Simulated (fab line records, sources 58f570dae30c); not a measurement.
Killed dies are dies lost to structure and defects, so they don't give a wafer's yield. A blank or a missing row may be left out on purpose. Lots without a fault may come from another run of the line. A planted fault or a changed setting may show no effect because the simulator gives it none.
fab line records | flow berkeley_cmos170
record lots=5 wafers=15 last_day=11
route steps=331 shown FIELD@91 SACOX@97 SCREENOX@100 NVT@104 PVT@115 GATE@125
lots that met no fault: from a run of the same line without faults
start_h: hours from the record's first day to the start of the lot's first wafer shown | wait_h: hours since the lot's step before | " the same as in the row above | L1.1+2: a row that stands for several wafers | - no value, or no start given | * or withheld: withheld | < > ~ a bound
route shown NAME@n: a module of which the file shows steps, and the number in the route of the first | usual: mean/standard deviation of fault-free wafers | same: alike in all rows | chamber/n: place in a boat | sites: the reading at each site | _std_site: their standard deviation | _edge_site: outer sites' mean less inner sites' | radius_mm: how far each site lies from the wafer's centre | mask NAME#n: copy n | behind: the tool/chamber that last shaped the wafer | hold: why the lot was held/for how many hours/how that ended | device: the transistor (n, p or np) that didn't switch | end of line: the same wafers' tests at the end of the route | a step without rows: its recipe alone | killed: dies lost to structure and defects at the first sort, not the wafer's yield | map: a wafer's dies, x killed, . not, _ none there
set.NAME: the setting as run; set.NAME@STEP: as run at that earlier step | model.NAME: the simulator's own value behind a step, which no gauge read
lots at some steps of the route; a table a step, a row a wafer
services: from which hour (start_h, from the record's first day; less than 0 if before it) a tool's chamber was out of use, for how many hours, and why
## steps
# step UCB170_FIELD_THK_MEAS_02
# recipe reads=SiO2_of_FIELD_OXIDATION_01
# usual FIELD_OXIDE_THK=559/10
# columns lot.wafer tool chamber start_h wait_h FIELD_OXIDE_THK[nm]
L075.2 film_metro-04 - 92.41 0.0 560
L075.3 " - " " 566
L075.4 " - " " 553
L082.1 film_metro-03 - 130.98 0.0 562
L082.3 " - " " 555
L082.5 " - " " 548
L085.1 film_metro-01 - 145.83 0.0 548
L085.2 " - " " 549
L085.4 " - " " 556
L088.2 film_metro-01 - 154.87 0.0 552
L088.3 " - " " 558
L088.4 " - " " 560
L095.1 film_metro-03 - 189.12 0.0 563
L095.2 " - " " 556
L095.5 " - " " 562
# step UCB170_FIELD_ANNEAL_03
# recipe temp_c=1000 time_s=1200 ambient=N2
# usual tube_center_temp_C=1000/0.092
# columns lot.wafer tool chamber start_h wait_h tube_center_temp_C
L075.2 furnace-01 0 95.73 3.3 1000.1
L075.3 " 0 " " 1000.1
L075.4 " 0 " " 999.91
L082.1 furnace-03 0 133.58 2.6 999.99
L082.3 " 0 " " 1000.1
L082.5 " 0 " " 1000.2
L085.1 furnace-01 0 147.77 1.9 999.9
L085.2 " 0 " " 999.93
L085.4 " 0 " " 1000
L088.2 furnace-02 0 156.19 1.3 999.87
L088.3 " 0 " " 999.85
L088.4 " 0 " " 999.92
L095.1 furnace-02 0 192.09 3.0 1000.1
L095.2 " 0 " " 1000.1
L095.5 " 0 " " 1000.1
# step UCB170_FIELD_WET_ETCH_04
# recipe chemistry=dHF dilution=10:1 target=SiO2 temp_c=25 time_s=60
# columns lot.wafer tool chamber start_h wait_h
L075.2+3+4 wet_bench-01 0 97.07 0.0
L082.1+3+5 wet_bench-04 2 134.91 0.0
L085.1+2+4 wet_bench-04 1 149.21 0.1
L088.2+3+4 wet_bench-04 0 157.53 0.0
L095.1+2+5 wet_bench-01 2 193.43 0.0
# step UCB170_FIELD_WET_ETCH_05
# recipe chemistry=H3PO4 target=Si3N4 temp_c=160 time_s=12600
# usual bath_guard_temp_C=160.2/0.54
# columns lot.wafer tool chamber start_h wait_h bath_guard_temp_C
L075.2 wet_bench-02 2 97.09 0.0 160.0
L075.3 " 2 " " 160.2
L075.4 " 2 " " 159.9
L082.1 wet_bench-04 2 134.93 0.0 160.1
L082.3 " 2 " " 160.3
L082.5 " 2 " " 160.0
L085.1 wet_bench-04 0 149.23 0.0 160.0
L085.2 " 0 " " 160.0
L085.4 " 0 " " 160.3
L088.2 wet_bench-04 1 157.55 0.0 158.9
L088.3 " 1 " " 158.8
L088.4 " 1 " " 159.0
L095.1 wet_bench-01 3 193.45 0.0 160.9
L095.2 " 3 " " 161.0
L095.5 " 3 " " 160.8
# step UCB170_FIELD_WET_ETCH_06
# recipe chemistry=BOE dilution=5:1 target=SiO2 temp_c=25 time_s=22
# columns lot.wafer tool chamber start_h wait_h
L075.2+3+4 wet_bench-04 0 100.60 0.0
L082.1+3+5 wet_bench-01 0 138.44 0.0
L085.1+2+4 wet_bench-01 0 152.75 0.0
L088.2+3+4 wet_bench-04 0 161.38 0.0
L095.1+2+5 wet_bench-01 3 197.14 0.2
# step UCB170_FIELD_THK_MEAS_90
# recipe reads=SiO2_of_FIELD_OXIDATION_01
# usual FIELD_OXIDE_LEFT_1_THK=443/10
# columns lot.wafer tool chamber start_h wait_h FIELD_OXIDE_LEFT_1_THK[nm]
L075.2 film_metro-01 - 100.62 0.0 443
L075.3 " - " " 449
L075.4 " - " " 436
L082.1 film_metro-01 - 138.51 0.0 444
L082.3 " - " " 437
L082.5 " - " " 431
L085.1 film_metro-04 - 152.76 0.0 431
L085.2 " - " " 432
L085.4 " - " " 439
L088.2 film_metro-04 - 161.41 0.0 437
L088.3 " - " " 444
L088.4 " - " " 445
L095.1 film_metro-04 - 197.15 0.0 446
L095.2 " - " " 439
L095.5 " - " " 445
# step UCB170_SACOX_CLEAN_00
# recipe chemistry=dHF dilution=25:1 time_s=7.5
# columns lot.wafer tool chamber start_h wait_h
L075.2+3+4 wet_bench-02 3 100.67 0.0
L082.1+3+5 wet_bench-01 2 138.57 0.1
L085.1+2+4 wet_bench-01 0 152.82 0.1
L088.2+3+4 wet_bench-02 0 161.46 0.0
L095.1+2+5 wet_bench-01 3 197.23 0.1
# step UCB170_SACOX_OXIDATION_01
# recipe temp_c=900 ambient=O2 target_thk_a=144 ox_time_s=2400
# usual tube_center_temp_C=900/0.072
# columns lot.wafer tool chamber start_h wait_h tube_center_temp_C
L075.2 furnace-02 0 105.03 4.3 899.93
L075.3 " 0 " " 900.14
L075.4 " 0 " " 899.98
L082.1 furnace-03 0 141.16 2.6 900.04
L082.3 " 0 " " 900.08
L082.5 " 0 " " 899.98
L085.1 furnace-02 0 153.18 0.3 899.89
L085.2 " 0 " " 899.97
L085.4 " 0 " " 899.93
L088.2 furnace-02 0 164.88 3.4 899.94
L088.3 " 0 " " 899.93
L088.4 " 0 " " 899.97
L095.1 furnace-03 0 199.94 2.7 900.02
L095.2 " 0 " " 900.09
L095.5 " 0 " " 900.01
# step UCB170_SACOX_THK_MEAS_02
# recipe reads=SiO2_of_SACOX_OXIDATION_01
# usual SACOX_OXIDE_THK=14.31/0.26
# columns lot.wafer tool chamber start_h wait_h SACOX_OXIDE_THK[nm]
L075.2 film_metro-02 - 106.70 0.0 14.44
L075.3 " - " " 14.17
L075.4 " - " " 14.19
L082.1 film_metro-04 - 142.83 0.0 14.77
L082.3 " - " " 14.71
L082.5 " - " " 14.40
L085.1 film_metro-02 - 154.84 0.0 14.10
L085.2 " - " " 13.92
L085.4 " - " " 14.12
L088.2 film_metro-02 - 166.55 0.0 14.10
L088.3 " - " " 14.04
L088.4 " - " " 14.16
L095.1 film_metro-04 - 201.60 0.0 14.31
L095.2 " - " " 14.49
L095.5 " - " " 14.30
# step UCB170_SCREENOX_WET_ETCH_00
# recipe chemistry=dHF dilution=25:1 target=SiO2 temp_c=25 time_s=200
# columns lot.wafer tool chamber start_h wait_h
L075.2+3+4 wet_bench-01 2 106.75 0.0
L082.1+3+5 wet_bench-01 3 142.89 0.1
L085.1+2+4 wet_bench-01 1 155.06 0.2
L088.2+3+4 wet_bench-01 3 166.87 0.3
L095.1+2+5 wet_bench-01 2 201.74 0.1
# step UCB170_SCREENOX_OXIDATION_01
# recipe temp_c=900 ambient=O2 target_thk_a=144 ox_time_s=2400
# usual tube_center_temp_C=900/0.085
# columns lot.wafer tool chamber start_h wait_h tube_center_temp_C
L075.2 furnace-03 0 108.61 1.8 900
L075.3 " 0 " " 900.11
L075.4 " 0 " " 899.98
L082.1 furnace-01 0 144.61 1.7 900.01
L082.3 " 0 " " 900.05
L082.5 " 0 " " 899.8
L085.1 furnace-03 0 156.11 1.0 899.89
L085.2 " 0 " " 900.08
L085.4 " 0 " " 900.04
L088.2 furnace-04 0 168.88 1.9 899.94
L088.3 " 0 " " 900.02
L088.4 " 0 " " 900.04
L095.1 furnace-03 0 204.19 2.4 899.88
L095.2 " 0 " " 900.07
L095.5 " 0 " " 900.04
# step UCB170_SCREENOX_THK_MEAS_02
# recipe reads=SiO2_of_SCREENOX_OXIDATION_01
# usual SCREENOX_OXIDE_THK=14.39/0.28
# columns lot.wafer tool chamber start_h wait_h SCREENOX_OXIDE_THK[nm]
L075.2 film_metro-01 - 110.29 0.0 14.34
L075.3 " - " " 13.99
L075.4 " - " " 14.03
L082.1 film_metro-01 - 146.27 0.0 14.37
L082.3 " - " " 14.48
L082.5 " - " " 14.58
L085.1 film_metro-03 - 157.77 0.0 14.20
L085.2 " - " " 13.90
L085.4 " - " " 14.13
L088.2 film_metro-03 - 170.56 0.0 14.18
L088.3 " - " " 14.28
L088.4 " - " " 14.24
L095.1 film_metro-02 - 205.85 0.0 14.12
L095.2 " - " " 14.31
L095.5 " - " " 14.49
# step UCB170_SCREENOX_ANNEAL_03
# recipe temp_c=900 time_s=900 ambient=N2
# usual tube_center_temp_C=900/0.081
# columns lot.wafer tool chamber start_h wait_h tube_center_temp_C
L075.2 furnace-04 0 114.61 4.3 900.03
L075.3 " 0 " " 899.98
L075.4 " 0 " " 900.02
L082.1 furnace-04 0 148.34 2.1 900.05
L082.3 " 0 " " 900.02
L082.5 " 0 " " 899.97
L085.1 furnace-03 0 160.46 2.7 900.07
L085.2 " 0 " " 900.02
L085.4 " 0 " " 899.97
L088.2 furnace-03 0 174.39 3.8 899.96
L088.3 " 0 " " 900.1
L088.4 " 0 " " 900.02
L095.1 furnace-04 0 208.75 2.9 900.08
L095.2 " 0 " " 899.87
L095.5 " 0 " " 900.04
# step UCB170_NVT_HMDS_00
# recipe prime_time_s=60 prime_temp_c=100
# columns lot.wafer tool chamber start_h wait_h
L075.2+3+4 litho_track-04 0 115.89 0.0
L082.1+3+5 litho_track-01 0 149.72 0.1
L085.1+2+4 litho_track-01 0 161.76 0.1
L088.2+3+4 litho_track-03 0 175.77 0.1
L095.1+2+5 litho_track-01 0 210.29 0.3
# step UCB170_NVT_COAT_01
# recipe resist=KrF spin_rpm=1500 resist_thk_nm=900
# columns lot.wafer tool chamber start_h wait_h
L075.2+3+4 litho_track-04 0 116.04 0.1
L082.1+3+5 litho_track-01 0 149.87 0.1
L085.1+2+4 litho_track-01 0 161.91 0.1
L088.2+3+4 litho_track-03 0 175.92 0.1
L095.1+2+5 litho_track-01 0 210.44 0.1
# step UCB170_NVT_SOFTBAKE_02
# recipe resist=KrF temp_c=130 time_s=60
# usual heater_power_total_W=56.80/0.047
# columns lot.wafer tool chamber start_h wait_h heater_power_total_W
L075.2 litho_track-04 0 116.19 0.1 56.75
L075.3 " 0 " " 56.78
L075.4 " 0 " " 56.81
L082.1 litho_track-01 0 150.02 0.1 56.82
L082.3 " 0 " " 56.79
L082.5 " 0 " " 56.82
L085.1 litho_track-01 0 162.06 0.1 56.73
L085.2 " 0 " " 56.71
L085.4 " 0 " " 56.72
L088.2 litho_track-03 0 176.07 0.1 56.69
L088.3 " 0 " " 56.86
L088.4 " 0 " " 56.71
L095.1 litho_track-01 0 210.59 0.1 56.87
L095.2 " 0 " " 56.81
L095.5 " 0 " " 56.79
# step UCB170_NVT_EXPOSE_03
# recipe mask_id=PWELL target_cd_nm=3000 na=0.5 sigma_outer=0.6 source_shape=conventional dose_mj=30
# same na=0.5
# columns lot.wafer tool chamber start_h wait_h mask
L075.2+3+4 krf_scanner-01 0 116.33 0.1 PWELL#0
L082.1+3+5 krf_scanner-01 0 150.17 0.1 PWELL#0
L085.1+2+4 krf_scanner-01 0 162.21 0.1 PWELL#0
L088.2+3+4 krf_scanner-02 0 176.23 0.1 PWELL#0
L095.1+2+5 krf_scanner-01 0 210.87 0.2 PWELL#0
# step UCB170_NVT_PEB_04
# recipe peb_temp_c=130 peb_time_s=withheld resist=KrF
# usual heater_power_total_W=56.80/0.047
# columns lot.wafer tool chamber start_h wait_h heater_power_total_W
L075.2 litho_track-04 0 116.79 0.4 56.78
L075.3 " 0 " " 56.80
L075.4 " 0 " " 56.90
L082.1 litho_track-03 0 150.40 0.2 56.82
L082.3 " 0 " " 56.80
L082.5 " 0 " " 56.83
L085.1 litho_track-03 0 162.57 0.3 56.84
L085.2 " 0 " " 56.69
L085.4 " 0 " " 56.82
L088.2 litho_track-01 0 176.74 0.5 56.76
L088.3 " 0 " " 56.76
L088.4 " 0 " " 56.82
L095.1 litho_track-03 0 211.49 0.6 56.79
L095.2 " 0 " " 56.76
L095.5 " 0 " " 56.71
# step UCB170_NVT_DEVELOP_05
# recipe developer=TMAH develop_time_s=46.23 resist=KrF dev_temp_c=21
# usual developer_temp_C=20.99/0.098
# columns lot.wafer tool chamber start_h wait_h developer_temp_C
L075.2 litho_track-04 0 - - 21.08
L075.3 " 0 " " 20.93
L075.4 " 0 " " 20.86
L082.1 litho_track-03 0 - - 20.92
L082.3 " 0 " " 21.00
L082.5 " 0 " " 20.98
L085.1 litho_track-03 0 - - 20.90
L085.2 " 0 " " 21.02
L085.4 " 0 " " 21.15
L088.2 litho_track-01 0 - - 20.98
L088.3 " 0 " " 21.06
L088.4 " 0 " " 20.97
L095.1 litho_track-03 0 - - 21.11
L095.2 " 0 " " 21.11
L095.5 " 0 " " 21.03
# step UCB170_NVT_OVL_MEAS_06
# usual NVT_OVL=-2/4.5
# columns lot.wafer tool chamber start_h wait_h NVT_OVL[nm]
L075.2 overlay-01 - 117.05 - -6
L075.3 " - " " -9
L075.4 " - " " -5
L082.1 overlay-02 - 150.67 - -1
L082.3 " - " " -4
L082.5 " - " " -5
L085.1 overlay-01 - 162.85 - -1
L085.2 " - " " -4
L085.4 " - " " 4
L088.2 overlay-02 - 176.99 - -9
L088.3 " - " " -7
L088.4 " - " " -9
L095.1 overlay-01 - 211.77 - -7
L095.2 " - " " -2
L095.5 " - " " -2
# step UCB170_NVT_IMPLANT_07
# recipe species=BF2 dose_cm2=3e+12 energy_kev=50 tilt_deg=7
# columns lot.wafer tool chamber start_h wait_h
L075.2+3+4 implanter-03 0 117.10 0.0
L082.1+3+5 implanter-02 0 150.71 0.0
L085.1+2+4 implanter-01 0 162.88 0.0
L088.2+3+4 implanter-03 0 177.05 0.0
L095.1+2+5 implanter-03 0 211.80 0.0
# step UCB170_NVT_STRIP_08
# recipe chemistry=O2 power_w=400 pressure_mtorr=3500 platen_temp_c=withheld o2_flow_sccm=400 overash_fraction=0.5
# usual drypump_motor_current_A=5.5/0.48 oes_product_au=0.735/0.0037 strip_time_to_endpoint_s=21.62/0.058
# columns lot.wafer tool chamber start_h wait_h drypump_motor_current_A oes_product_au rf_hours_counter_h strip_time_to_endpoint_s
L075.2 plasma_asher-02 1 117.23 0.1 5.3 0.738 31 21.61
L075.3 " 1 " " 5.3 0.743 - 21.68
L075.4 " 0 " " 5.3 0.733 - 21.74
L082.1 plasma_asher-01 1 150.86 0.1 4.8 0.738 4 21.64
L082.3 " 1 " " 4.8 0.734 - 21.64
L082.5 " 0 " " 5.8 0.739 - 21.61
L085.1 plasma_asher-02 0 163.03 0.1 5.3 0.738 36 21.62
L085.2 " 1 " " 5.3 0.731 36 21.64
L085.4 " 0 " " 5.3 0.735 - 21.60
L088.2 plasma_asher-04 1 177.17 0.1 6.1 0.731 52 21.50
L088.3 " 1 " " 6.1 0.731 - 21.53
L088.4 " 0 " " 6.3 0.734 - 21.41
L095.1 plasma_asher-02 1 211.95 0.1 5.3 0.738 42 21.64
L095.2 " 0 " " 5.2 0.732 42 21.54
L095.5 " 1 " " 5.4 0.733 - 21.61
# step UCB170_NVT_TW_MEAS_09
# usual NVT_TW=524.0/2.2
# columns lot.wafer tool chamber start_h wait_h NVT_TW
L075.2 film_metro-04 - 117.34 0.1 528.7
L075.3 " - " " 526.6
L075.4 " - " " 524.4
L082.1 film_metro-04 - 150.96 0.1 519.9
L082.3 " - " " 523.6
L082.5 " - " " 525.0
L085.1 film_metro-02 - 163.13 0.1 524.0
L085.2 " - " " 525.2
L085.4 " - " " 528.0
L088.2 film_metro-04 - 177.28 0.1 524.8
L088.3 " - " " 524.5
L088.4 " - " " 522.8
L095.1 film_metro-02 - 212.05 0.1 524.6
L095.2 " - " " 525.6
L095.5 " - " " 525.6
# step UCB170_NVT_CLEAN_10
# recipe chemistry=SPM temp_c=120 time_s=600
# usual bath_guard_temp_C=120.1/0.54
# columns lot.wafer tool chamber start_h wait_h bath_guard_temp_C
L075.2 wet_bench-03 3 117.39 0.0 119.8
L075.3 " 3 " " 119.7
L075.4 " 3 " " 119.4
L082.1 wet_bench-03 3 152.69 1.7 119.7
L082.3 " 3 " " 119.5
L082.5 " 3 " " 119.8
L085.1 wet_bench-04 1 163.19 0.1 118.9
L085.2 " 1 " " 119.1
L085.4 " 1 " " 119.2
L088.2 wet_bench-03 1 177.33 0.0 121.3
L088.3 " 1 " " 121.3
L088.4 " 1 " " 121.2
L095.1 wet_bench-03 2 212.11 0.1 120.5
L095.2 " 2 " " 120.1
L095.5 " 2 " " 120.1
# step UCB170_PVT_HMDS_00
# recipe prime_time_s=60 prime_temp_c=100
# columns lot.wafer tool chamber start_h wait_h
L075.2+3+4 litho_track-01 0 117.59 0.0
L082.1+3+5 litho_track-04 0 153.34 0.5
L085.1+2+4 litho_track-04 0 163.66 0.3
L088.2+3+4 litho_track-01 0 178.01 0.5
L095.1+2+5 litho_track-01 0 212.47 0.2
# step UCB170_PVT_COAT_01
# recipe resist=KrF spin_rpm=1500 resist_thk_nm=900
# columns lot.wafer tool chamber start_h wait_h
L075.2+3+4 litho_track-01 0 117.74 0.1
L082.1+3+5 litho_track-04 0 153.49 0.1
L085.1+2+4 litho_track-04 0 163.81 0.1
L088.2+3+4 litho_track-01 0 178.16 0.1
L095.1+2+5 litho_track-01 0 212.62 0.1
# step UCB170_PVT_SOFTBAKE_02
# recipe resist=KrF temp_c=130 time_s=60
# usual heater_power_total_W=56.80/0.046
# columns lot.wafer tool chamber start_h wait_h heater_power_total_W
L075.2 litho_track-01 0 117.89 0.1 56.76
L075.3 " 0 " " 56.90
L075.4 " 0 " " 56.81
L082.1 litho_track-04 0 153.64 0.1 56.78
L082.3 " 0 " " 56.85
L082.5 " 0 " " 56.76
L085.1 litho_track-04 0 163.96 0.1 56.79
L085.2 " 0 " " 56.88
L085.4 " 0 " " 56.80
L088.2 litho_track-01 0 178.31 0.1 56.88
L088.3 " 0 " " 56.86
L088.4 " 0 " " 56.77
L095.1 litho_track-01 0 212.77 0.1 56.81
L095.2 " 0 " " 56.85
L095.5 " 0 " " 56.68
# step UCB170_PVT_EXPOSE_03
# recipe mask_id=NWELL target_cd_nm=3000 na=0.5 sigma_outer=0.6 source_shape=conventional dose_mj=30
# same na=0.5
# columns lot.wafer tool chamber start_h wait_h mask
L075.2+3+4 krf_scanner-02 0 118.03 0.1 NWELL#0
L082.1+3+5 krf_scanner-02 0 153.97 0.3 NWELL#0
L085.1+2+4 krf_scanner-01 0 164.23 0.2 NWELL#0
L088.2+3+4 krf_scanner-02 0 178.46 0.1 NWELL#0
L095.1+2+5 krf_scanner-02 0 213.04 0.2 NWELL#0
# step UCB170_PVT_PEB_04
# recipe peb_temp_c=130 peb_time_s=withheld resist=KrF
# usual heater_power_total_W=56.80/0.047
# columns lot.wafer tool chamber start_h wait_h heater_power_total_W
L075.2 litho_track-02 0 118.39 0.3 56.79
L075.3 " 0 " " 56.75
L075.4 " 0 " " 56.72
L082.1 litho_track-04 0 154.52 0.5 56.77
L082.3 " 0 " " 56.81
L082.5 " 0 " " 56.72
L085.1 litho_track-04 0 164.35 0.1 56.86
L085.2 " 0 " " 56.92
L085.4 " 0 " " 56.81
L088.2 litho_track-04 0 178.87 0.4 56.84
L088.3 " 0 " " 56.86
L088.4 " 0 " " 56.73
L095.1 litho_track-04 0 213.32 0.3 56.87
L095.2 " 0 " " 56.78
L095.5 " 0 " " 56.80
# step UCB170_PVT_DEVELOP_05
# recipe developer=TMAH develop_time_s=45 resist=KrF dev_temp_c=21
# usual developer_temp_C=20.99/0.099
# columns lot.wafer tool chamber start_h wait_h developer_temp_C
L075.2 litho_track-02 0 - - 20.96
L075.3 " 0 " " 21.01
L075.4 " 0 " " 21.16
L082.1 litho_track-04 0 - - 20.84
L082.3 " 0 " " 20.89
L082.5 " 0 " " 20.94
L085.1 litho_track-04 0 - - 20.84
L085.2 " 0 " " 20.88
L085.4 " 0 " " 20.96
L088.2 litho_track-04 0 - - 21.28
L088.3 " 0 " " 21.10
L088.4 " 0 " " 20.99
L095.1 litho_track-04 0 - - 20.97
L095.2 " 0 " " 21.12
L095.5 " 0 " " 20.91
# step UCB170_PVT_OVL_MEAS_06
# usual PVT_OVL=0/5.5
# columns lot.wafer tool chamber start_h wait_h PVT_OVL[nm]
L075.2 overlay-02 - 118.65 - 2
L075.3 " - " " 11
L075.4 " - " " -5
L082.1 overlay-02 - 154.79 - 10
L082.3 " - " " 6
L082.5 " - " " 14
L085.1 overlay-02 - 164.62 - -4
L085.2 " - " " -1
L085.4 " - " " -11
L088.2 overlay-02 - 179.13 - 4
L088.3 " - " " 4
L088.4 " - " " -2
L095.1 overlay-02 - 213.60 - 2
L095.2 " - " " 12
L095.5 " - " " 2
# step UCB170_PVT_IMPLANT_07
# recipe species=P dose_cm2=2e+12 energy_kev=30 tilt_deg=7
# columns lot.wafer tool chamber start_h wait_h
L075.2+3+4 implanter-02 0 118.70 0.0
L082.1+3+5 implanter-03 0 154.83 0.0
L085.1+2+4 implanter-04 0 164.66 0.0
L088.2+3+4 implanter-03 0 179.18 0.0
L095.1+2+5 implanter-04 0 213.64 0.0
# step UCB170_PVT_STRIP_08
# recipe chemistry=O2 power_w=400 pressure_mtorr=3500 platen_temp_c=withheld o2_flow_sccm=400 overash_fraction=0.5
# usual drypump_motor_current_A=5.4/0.39 oes_product_au=0.734/0.0043 strip_time_to_endpoint_s=21.63/0.059
# columns lot.wafer tool chamber start_h wait_h drypump_motor_current_A oes_product_au rf_hours_counter_h strip_time_to_endpoint_s
L075.2 plasma_asher-03 0 118.83 0.1 6.0 0.738 37 21.57
L075.3 " 0 " " 6.0 0.735 - 21.57
L075.4 " 1 " " 5.1 0.737 - 21.52
L082.1 plasma_asher-02 1 154.98 0.1 5.4 0.735 36 21.63
L082.3 " 1 " " 5.3 0.735 - 21.63
L082.5 " 0 " " 5.2 0.737 - 21.60
L085.1 plasma_asher-01 0 164.81 0.1 5.8 0.733 6 21.66
L085.2 " 1 " " 4.8 0.736 6 21.68
L085.4 " 0 " " 5.9 0.729 - 21.64
L088.2 plasma_asher-02 0 179.31 0.1 5.3 0.730 38 21.64
L088.3 " 0 " " 5.2 0.728 - 21.62
L088.4 " 1 " " 5.3 0.732 - 21.69
L095.1 plasma_asher-02 0 213.79 0.1 5.3 0.726 42 21.59
L095.2 " 1 " " 5.4 0.731 42 21.65
L095.5 " 1 " " 5.4 0.727 - 21.57
# step UCB170_PVT_TW_MEAS_09
# usual PVT_TW=504/3.8
# columns lot.wafer tool chamber start_h wait_h PVT_TW
L075.2 film_metro-01 - 118.94 0.1 504
L075.3 " - " " 505
L075.4 " - " " 507
L082.1 film_metro-03 - 155.08 0.1 499
L082.3 " - " " 500
L082.5 " - " " 500
L085.1 film_metro-03 - 164.91 0.1 501
L085.2 " - " " 499
L085.4 " - " " 497
L088.2 film_metro-03 - 179.42 0.1 501
L088.3 " - " " 501
L088.4 " - " " 499
L095.1 film_metro-01 - 213.89 0.1 508
L095.2 " - " " 510
L095.5 " - " " 509
# step UCB170_GATE_WET_ETCH_00
# recipe chemistry=dHF dilution=25:1 target=SiO2 temp_c=25 time_s=200
# columns lot.wafer tool chamber start_h wait_h
L075.2+3+4 wet_bench-02 1 118.99 0.0
L082.1+3+5 wet_bench-02 3 155.14 0.1
L085.1+2+4 wet_bench-01 3 164.97 0.1
L088.2+3+4 wet_bench-04 1 179.47 0.0
L095.1+2+5 wet_bench-01 0 213.95 0.1
# step UCB170_FIELD_THK_MEAS_91
# recipe reads=SiO2_of_FIELD_OXIDATION_01
# usual FIELD_OXIDE_LEFT_2_THK=355/10
# columns lot.wafer tool chamber start_h wait_h FIELD_OXIDE_LEFT_2_THK[nm]
L075.2 film_metro-01 - 119.06 0.0 354
L075.3 " - " " 360
L075.4 " - " " 347
L082.1 film_metro-01 - 155.21 0.0 356
L082.3 " - " " 349
L082.5 " - " " 343
L085.1 film_metro-04 - 165.04 0.0 340
L085.2 " - " " 342
L085.4 " - " " 350
L088.2 film_metro-04 - 179.54 0.0 350
L088.3 " - " " 357
L088.4 " - " " 358
L095.1 film_metro-04 - 214.01 0.0 358
L095.2 " - " " 351
L095.5 " - " " 357
# step UCB170_GATE_OXIDATION_01
# recipe temp_c=850 ambient=O2 target_thk_a=66 ox_time_s=1800
# usual tube_center_temp_C=849.99/0.081
# columns lot.wafer tool chamber start_h wait_h tube_center_temp_C
L075.2 furnace-02 0 122.93 3.9 849.94
L075.3 " 0 " " 849.96
L075.4 " 0 " " 849.96
L082.1 furnace-04 0 156.41 1.2 850.06
L082.3 " 0 " " 850.02
L082.5 " 0 " " 850.03
L085.1 furnace-04 0 167.38 2.3 849.96
L085.2 " 0 " " 849.91
L085.4 " 0 " " 850.01
L088.2 furnace-01 0 181.22 1.7 849.97
L088.3 " 0 " " 850.03
L088.4 " 0 " " 850.02
L095.1 furnace-01 0 216.96 2.9 849.9
L095.2 " 0 " " 849.88
L095.5 " 0 " " 849.91
# step UCB170_GATE_THK_MEAS_02
# recipe reads=SiO2_of_GATE_OXIDATION_01
# usual GATE_OXIDE_THK=6.52/0.13
# columns lot.wafer tool chamber start_h wait_h GATE_OXIDE_THK[nm]
L075.2 film_metro-03 - 124.44 0.0 6.56
L075.3 " - " " 6.34
L075.4 " - " " 6.35
L082.1 film_metro-02 - 157.91 0.0 6.34
L082.3 " - " " 6.38
L082.5 " - " " 6.36
L085.1 film_metro-02 - 168.88 0.0 6.41
L085.2 " - " " 6.38
L085.4 " - " " 6.52
L088.2 film_metro-04 - 182.73 0.0 6.83
L088.3 " - " " 6.69
L088.4 " - " " 6.77
L095.1 film_metro-03 - 218.46 0.0 6.42
L095.2 " - " " 6.51
L095.5 " - " " 6.55
# step UCB170_GATE_ANNEAL_03
# recipe temp_c=900 time_s=1800 ambient=N2
# usual tube_center_temp_C=899.99/0.072
# columns lot.wafer tool chamber start_h wait_h tube_center_temp_C
L075.2 furnace-04 0 127.15 2.7 899.95
L075.3 " 0 " " 899.9
L075.4 " 0 " " 899.97
L082.1 furnace-02 0 161.88 4.0 899.99
L082.3 " 0 " " 899.98
L082.5 " 0 " " 899.98
L085.1 furnace-04 0 171.80 2.9 899.89
L085.2 " 0 " " 900.05
L085.4 " 0 " " 900.05
L088.2 furnace-01 0 184.22 1.5 899.85
L088.3 " 0 " " 899.86
L088.4 " 0 " " 900.02
L095.1 furnace-02 0 222.08 3.6 900.07
L095.2 " 0 " " 900.01
L095.5 " 0 " " 899.97
# step UCB170_GATE_CVD_04
# recipe material=poly-Si temp_c=610 precursor=SiH4 time_s=1440 pressure_mtorr=375 target_thk_nm=214 sih4_flow_sccm=120
# columns lot.wafer tool chamber start_h wait_h
L075.2+3+4 lpcvd-01 0 130.01 1.4
L082.1+3+5 lpcvd-01 1 163.38 0.0
L085.1+2+4 lpcvd-01 0 174.44 1.1
L088.2+3+4 lpcvd-02 1 188.19 2.5
L095.1+2+5 lpcvd-01 0 225.20 1.6
# step UCB170_GATE_THK_MEAS_05
# recipe reads=poly-Si_of_GATE_CVD_04
# usual GATE_POLY_THK=213.6/2
# columns lot.wafer tool chamber start_h wait_h GATE_POLY_THK[nm]
L075.2 film_metro-03 - 131.42 0.0 212.7
L075.3 " - " " 212.2
L075.4 " - " " 211.1
L082.1 film_metro-02 - 164.78 0.0 210.2
L082.3 " - " " 210.3
L082.5 " - " " 211.7
L085.1 film_metro-04 - 176.54 0.0 213.7
L085.2 " - " " 212.3
L085.4 " - " " 215.1
L088.2 film_metro-02 - 189.60 0.0 211.8
L088.3 " - " " 214.6
L088.4 " - " " 212.9
L095.1 film_metro-03 - 226.60 0.0 214.1
L095.2 " - " " 213.3
L095.5 " - " " 213.3
# step UCB170_GATE_COAT_06
# recipe resist=BARC temp_c=withheld time_s=withheld spin_rpm=3000 resist_thk_nm=withheld
# columns lot.wafer tool chamber start_h wait_h
L075.2+3+4 litho_track-02 0 131.62 0.2
L082.1+3+5 litho_track-04 0 164.90 0.1
L085.1+2+4 litho_track-02 0 177.12 0.6
L088.2+3+4 litho_track-03 0 189.70 0.1
L095.1+2+5 litho_track-02 0 226.66 0.1
# step UCB170_GATE_COAT_07
# recipe resist=KrF spin_rpm=1500 resist_thk_nm=900
# columns lot.wafer tool chamber start_h wait_h
L075.2+3+4 litho_track-02 0 - -
L082.1+3+5 litho_track-04 0 - -
L085.1+2+4 litho_track-02 0 - -
L088.2+3+4 litho_track-03 0 - -
L095.1+2+5 litho_track-02 0 - -
## services
# columns tool chamber start_h hours kind
krf_scanner-02 - 77.67 1.0 pm
plasma_asher-01 - 78.97 15.6 pm
krf_scanner-02 - 83.54 1.3 pm
lpcvd-01 - 86.56 3.1 repair
krf_scanner-01 - 93.07 0.8 pm
furnace-04 - 93.91 4.8 pm
plasma_asher-01 - 108.75 9.0 pm
furnace-02 - 115.48 3.3 pm
plasma_asher-02 - 117.97 1.3 repair
implanter-04 - 122.27 24.6 repair
krf_scanner-01 - 123.66 4.4 pm
krf_scanner-01 - 140.67 1.3 pm
implanter-02 - 141.36 4.1 pm
plasma_asher-04 - 145.39 2.4 repair
implanter-02 - 146.05 2.0 repair
furnace-04 - 159.16 8.2 pm
krf_scanner-01 - 167.00 1.0 pm
krf_scanner-01 - 172.95 3.6 pm
implanter-04 - 175.06 4.3 pm
krf_scanner-01 - 178.15 1.2 repair
implanter-03 - 183.59 9.3 repair
implanter-02 - 186.66 3.6 repair
krf_scanner-01 - 205.05 1.0 repair
implanter-03 - 205.62 2.3 repair
## key
fault none
